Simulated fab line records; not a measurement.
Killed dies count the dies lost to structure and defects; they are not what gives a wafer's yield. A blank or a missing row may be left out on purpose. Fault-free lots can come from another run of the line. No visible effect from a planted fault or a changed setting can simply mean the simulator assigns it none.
fab line records | flow rit_cmos
[record] lots = 5 | wafers = 15 | last_day = 7
route steps=202 shown FOX1@21 FOX2@23 NWELL@28
lots that met no fault: taken from a fault-free run of the same line
start_h: start of the lot's first displayed wafer, in hours after the record's first day | wait_h: hours from the lot's prior step to this one | " the same as in the row above | L1.1+2: one row covering several wafers at once | - no value, or no start given | * or withheld: withheld | < > ~ a bound
route shown NAME@n: a module of which the file shows steps, and the number in the route of the first | usual: mean/standard deviation of fault-free wafers | same: alike in all rows | chamber/n: place in a boat | sites: each site's reading | _std_site: the standard deviation of these | _edge_site: outer sites' mean less inner sites' | radius_mm: how far each site lies from the wafer's centre | mask NAME#n: copy n | behind: the tool/chamber that last shaped the wafer | hold: cause of the lot's hold/its duration in hours/its outcome | device: the n, p or np transistor that did not switch | end of line: the tests these same wafers got at the end of their route | for a step that has no rows: nothing shown but its recipe | killed: dies that structure and defects cost at the first sort, which is not the same as the wafer's yield | map: a wafer's dies, marking killed ones x, the rest . and places with no die _
set.NAME: the setting that was run; set.NAME@STEP: the one run at that earlier step | model.NAME: the simulator's own value behind a step, which no gauge read
lots at some steps of the route; a table a step, a row a wafer
services: when a tool's chamber went out of use (start_h, in hours from the record's first day, below 0 if earlier), for how many hours, and the reason
[[steps]]
[step RIT_FOX1_THK_MEAS_01]
[recipe] reads = SiO2_of_FOX1_OXIDATION_00
[usual] FOX1_OXIDE_THK = 350/8.9
lot.wafer | tool          | chamber | start_h | wait_h | FOX1_OXIDE_THK[nm]
L074.1    | film_metro-03 | -       | 17.12   | 0.0    | 356
L074.2    | "             | -       | "       | "      | 356
L074.4    | "             | -       | "       | "      | 357
L080.1    | film_metro-03 | -       | 49.24   | 0.0    | 361
L080.2    | "             | -       | "       | "      | 353
L080.5    | "             | -       | "       | "      | 363
L083.1    | film_metro-03 | -       | 63.56   | 0.0    | 348
L083.3    | "             | -       | "       | "      | 344
L083.5    | "             | -       | "       | "      | 349
L091.1    | film_metro-03 | -       | 102.01  | 0.0    | 355
L091.5    | "             | -       | "       | "      | 346
L091.6    | "             | -       | "       | "      | 345
L095.1    | film_metro-02 | -       | 122.71  | 0.0    | 353
L095.2    | "             | -       | "       | "      | 353
L095.5    | "             | -       | "       | "      | 355
[step RIT_FOX1_WET_ETCH_02]
[recipe] chemistry = BOE | target_depth_nm = 350 | time_s = 390 | temp_c = 21.5 | dry = n2_spin | dilution = 10:1 | target = SiO2
lot.wafer  | tool         | chamber | start_h | wait_h
L074.1+2+4 | wet_bench-01 | 2       | 17.18   | 0.1
L080.1+2+5 | wet_bench-04 | 0       | 49.30   | 0.1
L083.1+3+5 | wet_bench-01 | 3       | 63.62   | 0.1
L091.1+5+6 | wet_bench-04 | 3       | 102.07  | 0.1
L095.1+2+5 | wet_bench-04 | 1       | 122.77  | 0.1
[step RIT_FOX2_OXIDATION_00]
[recipe] temp_c = 1100 | ambient = H2O | target_thk_a = 3507 | p_h2o_torr = 720 | ox_time_s = 1130
[usual] ox_temp_c = 1099.9/0.44 | tube_center_temp_C = 1100/0.1
lot.wafer | tool       | chamber | start_h | wait_h | ox_temp_c | tube_center_temp_C
L074.1    | furnace-01 | 0       | 17.30   | 0.0    | 1100.2    | 1100.1
L074.2    | "          | 0       | "       | "      | 1100.4    | 1100
L074.4    | "          | 0       | "       | "      | 1100.4    | 1099.9
L080.1    | furnace-01 | 0       | 49.42   | 0.0    | 1100.0    | 1099.9
L080.2    | "          | 0       | "       | "      | 1099.9    | 1100.1
L080.5    | "          | 0       | "       | "      | 1099.7    | 1100
L083.1    | furnace-02 | 0       | 63.85   | 0.1    | 1101.1    | 1100.1
L083.3    | "          | 0       | "       | "      | 1100.7    | 1100
L083.5    | "          | 0       | "       | "      | 1101.7    | 1100
L091.1    | furnace-01 | 0       | 102.20  | 0.0    | 1099.5    | 1100
L091.5    | "          | 0       | "       | "      | 1099.9    | 1099.9
L091.6    | "          | 0       | "       | "      | 1099.5    | 1100.1
L095.1    | furnace-02 | 0       | 123.13  | 0.2    | 1099.4    | 1099.9
L095.2    | "          | 0       | "       | "      | 1099.5    | 1100.1
L095.5    | "          | 0       | "       | "      | 1099.9    | 1100
[step RIT_FOX2_THK_MEAS_01]
[recipe] reads = SiO2_of_FOX2_OXIDATION_00
[usual] FOX2_OXIDE_THK = 352/8.2
lot.wafer | tool          | chamber | start_h | wait_h | FOX2_OXIDE_THK[nm]
L074.1    | film_metro-03 | -       | 18.61   | 0.0    | 358
L074.2    | "             | -       | "       | "      | 358
L074.4    | "             | -       | "       | "      | 355
L080.1    | film_metro-02 | -       | 50.74   | 0.0    | 362
L080.2    | "             | -       | "       | "      | 359
L080.5    | "             | -       | "       | "      | 359
L083.1    | film_metro-03 | -       | 65.17   | 0.0    | 347
L083.3    | "             | -       | "       | "      | 352
L083.5    | "             | -       | "       | "      | 345
L091.1    | film_metro-03 | -       | 103.51  | 0.0    | 351
L091.5    | "             | -       | "       | "      | 354
L091.6    | "             | -       | "       | "      | 351
L095.1    | film_metro-01 | -       | 124.44  | 0.0    | 339
L095.2    | "             | -       | "       | "      | 335
L095.5    | "             | -       | "       | "      | 333
[step RIT_FOX2_CLEAN_02]
[recipe] chemistry = dHF | dilution = 50:1 | time_s = 176.3
lot.wafer  | tool         | chamber | start_h | wait_h
L074.1+2+4 | wet_bench-03 | 3       | 18.67   | 0.1
L080.1+2+5 | wet_bench-01 | 3       | 50.80   | 0.1
L083.1+3+5 | wet_bench-01 | 1       | 65.23   | 0.1
L091.1+5+6 | wet_bench-01 | 2       | 103.57  | 0.1
L095.1+2+5 | wet_bench-03 | 0       | 124.50  | 0.1
[step RIT_FOX2_WET_ETCH_03]
[recipe] chemistry = H3PO4 | target = Si3N4 | target_depth_nm = 195 | temp_c = 165 | time_s = 2700
lot.wafer  | tool         | chamber | start_h | wait_h
L074.1+2+4 | wet_bench-02 | 1       | 18.73   | 0.0
L080.1+2+5 | wet_bench-02 | 2       | 50.86   | 0.0
L083.1+3+5 | wet_bench-01 | 1       | 65.29   | 0.0
L091.1+5+6 | wet_bench-03 | 3       | 103.71  | 0.0
L095.1+2+5 | wet_bench-01 | 2       | 124.56  | 0.0
[step RIT_FOX2_THK_MEAS_90]
[recipe] reads = SiO2_of_FOX2_OXIDATION_00
[usual] FIELD_OXIDE_LEFT_1_THK = 325/8.2
lot.wafer | tool          | chamber | start_h | wait_h | FIELD_OXIDE_LEFT_1_THK[nm]
L074.1    | film_metro-03 | -       | 19.49   | 0.0    | 332
L074.2    | "             | -       | "       | "      | 331
L074.4    | "             | -       | "       | "      | 328
L080.1    | film_metro-02 | -       | 51.62   | 0.0    | 335
L080.2    | "             | -       | "       | "      | 332
L080.5    | "             | -       | "       | "      | 332
L083.1    | film_metro-02 | -       | 66.12   | 0.0    | 320
L083.3    | "             | -       | "       | "      | 325
L083.5    | "             | -       | "       | "      | 318
L091.1    | film_metro-02 | -       | 104.47  | 0.0    | 324
L091.5    | "             | -       | "       | "      | 327
L091.6    | "             | -       | "       | "      | 324
L095.1    | film_metro-03 | -       | 125.32  | 0.0    | 312
L095.2    | "             | -       | "       | "      | 308
L095.5    | "             | -       | "       | "      | 306
[step RIT_NWELL_HMDS_00]
[recipe] prime_time_s = 60 | prime_temp_c = 140
lot.wafer  | tool           | chamber | start_h | wait_h
L074.1+2+4 | litho_track-01 | 0       | 19.55   | 0.1
L080.1+2+5 | litho_track-04 | 0       | 51.68   | 0.1
L083.1+3+5 | litho_track-04 | 0       | 66.18   | 0.1
L091.1+5+6 | litho_track-01 | 0       | 104.53  | 0.1
L095.1+2+5 | litho_track-03 | 0       | 125.38  | 0.1
[step RIT_NWELL_COAT_01]
[recipe] resist = NOVOLAK | spin_rpm = 2000 | resist_thk_nm = 1300
lot.wafer  | tool           | chamber | start_h | wait_h
L074.1+2+4 | litho_track-01 | 0       | 19.70   | 0.1
L080.1+2+5 | litho_track-04 | 0       | 51.83   | 0.1
L083.1+3+5 | litho_track-04 | 0       | 66.33   | 0.1
L091.1+5+6 | litho_track-01 | 0       | 104.68  | 0.1
L095.1+2+5 | litho_track-03 | 0       | 125.53  | 0.1
[step RIT_NWELL_SOFTBAKE_02]
[recipe] resist = NOVOLAK | temp_c = 90 | time_s = 60
lot.wafer  | tool           | chamber | start_h | wait_h
L074.1+2+4 | litho_track-01 | 0       | 19.85   | 0.1
L080.1+2+5 | litho_track-04 | 0       | 51.98   | 0.1
L083.1+3+5 | litho_track-04 | 0       | 66.48   | 0.1
L091.1+5+6 | litho_track-01 | 0       | 104.83  | 0.1
L095.1+2+5 | litho_track-03 | 0       | 125.68  | 0.1
[step RIT_NWELL_EXPOSE_03]
[recipe] mask_id = M2 | na = 0.57 | target_cd_nm = 43900 | dose_mj = 250
lot.wafer  | tool             | chamber | start_h | wait_h | mask
L074.1+2+4 | iline_stepper-01 | 0       | 20.12   | 0.2    | M2#0
L080.1+2+5 | iline_stepper-02 | 0       | 52.13   | 0.1    | M2#0
L083.1+3+5 | iline_stepper-01 | 0       | 66.75   | 0.2    | M2#0
L091.1+5+6 | iline_stepper-01 | 0       | 105.11  | 0.2    | M2#0
L095.1+2+5 | iline_stepper-02 | 0       | 125.95  | 0.2    | M2#0
[step RIT_NWELL_PEB_04]
[recipe] resist = NOVOLAK | temp_c = withheld | time_s = withheld
lot.wafer  | tool           | chamber | start_h | wait_h
L074.1+2+4 | litho_track-03 | 0       | 20.24   | 0.1
L080.1+2+5 | litho_track-04 | 0       | 52.24   | 0.1
L083.1+3+5 | litho_track-03 | 0       | 66.87   | 0.1
L091.1+5+6 | litho_track-04 | 0       | 105.22  | 0.1
L095.1+2+5 | litho_track-01 | 0       | 126.07  | 0.1
[step RIT_NWELL_DEVELOP_05]
[recipe] resist = NOVOLAK | develop_time_s = 68 | dev_temp_c = 23
lot.wafer  | tool           | chamber | start_h | wait_h
L074.1+2+4 | litho_track-03 | 0       | -       | -
L080.1+2+5 | litho_track-04 | 0       | -       | -
L083.1+3+5 | litho_track-03 | 0       | -       | -
L091.1+5+6 | litho_track-04 | 0       | -       | -
L095.1+2+5 | litho_track-01 | 0       | -       | -
[step RIT_NWELL_OVL_MEAS_06]
[usual] NWELL_OVL = 0.0/1.5
lot.wafer | tool       | chamber | start_h | wait_h | NWELL_OVL[nm]
L074.1    | overlay-01 | -       | 20.55   | -      | 0.2
L074.2    | "          | -       | "       | "      | -0.5
L074.4    | "          | -       | "       | "      | 0.0
L080.1    | overlay-02 | -       | 52.56   | -      | -3.4
L080.2    | "          | -       | "       | "      | -1.1
L080.5    | "          | -       | "       | "      | -3.1
L083.1    | overlay-01 | -       | 67.18   | -      | 2.6
L083.3    | "          | -       | "       | "      | -0.3
L083.5    | "          | -       | "       | "      | -1.1
L091.1    | overlay-01 | -       | 105.54  | -      | -0.1
L091.5    | "          | -       | "       | "      | 1.5
L091.6    | "          | -       | "       | "      | -1.1
L095.1    | overlay-01 | -       | 126.38  | -      | 1.0
L095.2    | "          | -       | "       | "      | 1.0
L095.5    | "          | -       | "       | "      | 0.1
[step RIT_NWELL_HARDBAKE_07]
[recipe] resist = NOVOLAK | temp_c = 140 | time_s = 120
lot.wafer  | tool           | chamber | start_h | wait_h
L074.1+2+4 | litho_track-03 | 0       | 20.59   | 0.0
L080.1+2+5 | litho_track-01 | 0       | 52.59   | 0.0
L083.1+3+5 | litho_track-01 | 0       | 67.22   | 0.0
L091.1+5+6 | litho_track-04 | 0       | 105.57  | 0.0
L095.1+2+5 | litho_track-03 | 0       | 126.42  | 0.0
[[services]]
tool             | chamber | start_h | hours | kind
wet_bench-03     | -       | 46.26   | 23.1  | pm
iline_stepper-02 | -       | 47.82   | 4.0   | repair
furnace-01       | -       | 60.62   | 2.9   | pm
furnace-02       | -       | 79.21   | 3.8   | pm
iline_stepper-01 | 0       | 115.92  | -     | calibration
[[key]]
fault none
